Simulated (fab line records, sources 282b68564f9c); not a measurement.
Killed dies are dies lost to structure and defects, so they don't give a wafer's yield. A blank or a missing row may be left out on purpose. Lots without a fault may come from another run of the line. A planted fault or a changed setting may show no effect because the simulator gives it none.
Which tool did it? | flow rit_cmos | 13 lots, 39 wafers sampled, at 3 steps of a route of 202

WHAT THE GAUGES READ, wafer by wafer
RIT_SDANNEAL_RS_MEAS_04: measures by four-point-probe. Usual: PSD_RS 116.1 ohm/sq, standard deviation 0.35.
lot  | measured    | on            | PSD_RS (ohm/sq)   | flag
L749 | day 3 12:22 | film_metro-04 | 115.4 115.7 115.6 |
L750 | day 3 21:17 | film_metro-02 | 116.3 116.2 116.4 |
L751 | day 4 00:53 | film_metro-03 | 116.4 116.6 116.4 |
L752 | day 4 04:47 | film_metro-04 | 116.2 115.9 116.3 |
L753 | day 4 07:01 | film_metro-02 | 116.1 116.2 116.4 |
L754 | day 4 09:49 | film_metro-02 | 115.9 115.5 115.8 |
L764 | day 6 14:17 | film_metro-02 | 115.9 116.2 115.9 |
L765 | day 6 17:17 | film_metro-02 | 116.0 115.8 115.9 |
L766 | day 6 20:07 | film_metro-03 | 116.4 116.6 116.9 |
L767 | day 7 01:44 | film_metro-04 | 116.0 116.3 116.3 |
L768 | day 7 05:35 | film_metro-04 | 116.2 116.1 116.2 |
L770 | day 7 15:40 | film_metro-03 | 116.4 116.2 116.2 |
L771 | day 7 20:44 | film_metro-02 | 115.4 115.8 115.7 |

RIT_SDANNEAL_RS_MEAS_07: measures by four-point-probe. Usual: NLDD_RS 151.9 ohm/sq, standard deviation 0.6.
lot  | measured    | on            | NLDD_RS (ohm/sq)  | flag
L749 | day 3 12:44 | film_metro-04 | 150.9 150.5 150.9 |
L750 | day 3 21:38 | film_metro-02 | 152.3 152.2 151.9 |
L751 | day 4 01:15 | film_metro-03 | 152.4 152.2 152.2 |
L752 | day 4 05:08 | film_metro-04 | 151.8 151.9 152.1 |
L753 | day 4 07:22 | film_metro-02 | 152.2 151.5 151.9 |
L754 | day 4 10:10 | film_metro-02 | 151.7 152.0 151.7 |
L764 | day 6 14:39 | film_metro-02 | 151.6 151.3 152.0 |
L765 | day 6 17:39 | film_metro-02 | 151.7 151.3 151.6 |
L766 | day 6 20:28 | film_metro-03 | 152.1 152.4 151.9 |
L767 | day 7 02:06 | film_metro-04 | 151.1 150.7 150.9 |
L768 | day 7 05:57 | film_metro-04 | 151.8 152.6 151.7 |
L770 | day 7 16:02 | film_metro-03 | 152.7 152.4 152.6 |
L771 | day 7 21:05 | film_metro-02 | 151.9 152.9 152.3 |

WHICH TOOL RAN EACH LOT (tool, then ch and the chambers of the sampled wafers, then the start)
lot  | RIT_NWELL_STRIP_09
L749 | plasma_asher-01 ch 0,1, day 2 02:54
L750 | plasma_asher-02 ch 0,1, day 2 07:00
L751 | plasma_asher-01 ch 0,1, day 2 11:56
L752 | plasma_asher-01 ch 0,1, day 2 16:53
L753 | plasma_asher-02 ch 0,1, day 2 20:58
L754 | plasma_asher-01 ch 0,1, day 2 23:35
L764 | plasma_asher-01 ch 0,1, day 5 04:53
L765 | plasma_asher-04 ch 0,1, day 5 10:19
L766 | plasma_asher-02 ch 0,1, day 5 10:31
L767 | plasma_asher-04 ch 0,1, day 5 16:30
L768 | plasma_asher-04 ch 0,1, day 5 21:37
L770 | plasma_asher-04 ch 1, day 6 06:45
L771 | plasma_asher-04 ch 0,1, day 6 14:25
- RIT_NWELL_STRIP_09: strips in O2, time 180 s.

WHAT THE TOOLS THEMSELVES READ (means of the sampled wafers that have a number; where no wafer has one, the mark that the record gives instead)
RIT_NWELL_STRIP_09. Usual: drypump_motor_current_A 5.9 A, standard deviation 0.48.
lot  | tool            | drypump_motor_current_A (A) | flag
L749 | plasma_asher-01 | 5.5                         |
L750 | plasma_asher-02 | 6.5                         |
L751 | plasma_asher-01 | 5.5                         |
L752 | plasma_asher-01 | 5.9                         |
L753 | plasma_asher-02 | 6.5                         |
L754 | plasma_asher-01 | 5.9                         |
L764 | plasma_asher-01 | 5.9                         |
L765 | plasma_asher-04 | 5.7                         |
L766 | plasma_asher-02 | 6.4                         |
L767 | plasma_asher-04 | 5.7                         |
L768 | plasma_asher-04 | 5.7                         |
L770 | plasma_asher-04 | 5.6                         |
L771 | plasma_asher-04 | 5.8                         |

THE ANSWER, worked out from the rows above alone
Rule: a lot is off if the mean of its wafers that have a number lies more than 3 standard deviations from the usual mean. A lot without any number at a reading at which 4 lots or more have one is off too. The other lots that the step has rows for count as sound. The gauges are gone through in route order, then the tools' own readings, and for those a lot's mean is taken as printed above. The first step at which some lot is off is used, and at that step the reading that is off furthest; a lot without a number counts as furthest.
No lot is off at any reading shown: from this, nothing can be told.

WHAT THE SIMULATOR HAD PUT IN
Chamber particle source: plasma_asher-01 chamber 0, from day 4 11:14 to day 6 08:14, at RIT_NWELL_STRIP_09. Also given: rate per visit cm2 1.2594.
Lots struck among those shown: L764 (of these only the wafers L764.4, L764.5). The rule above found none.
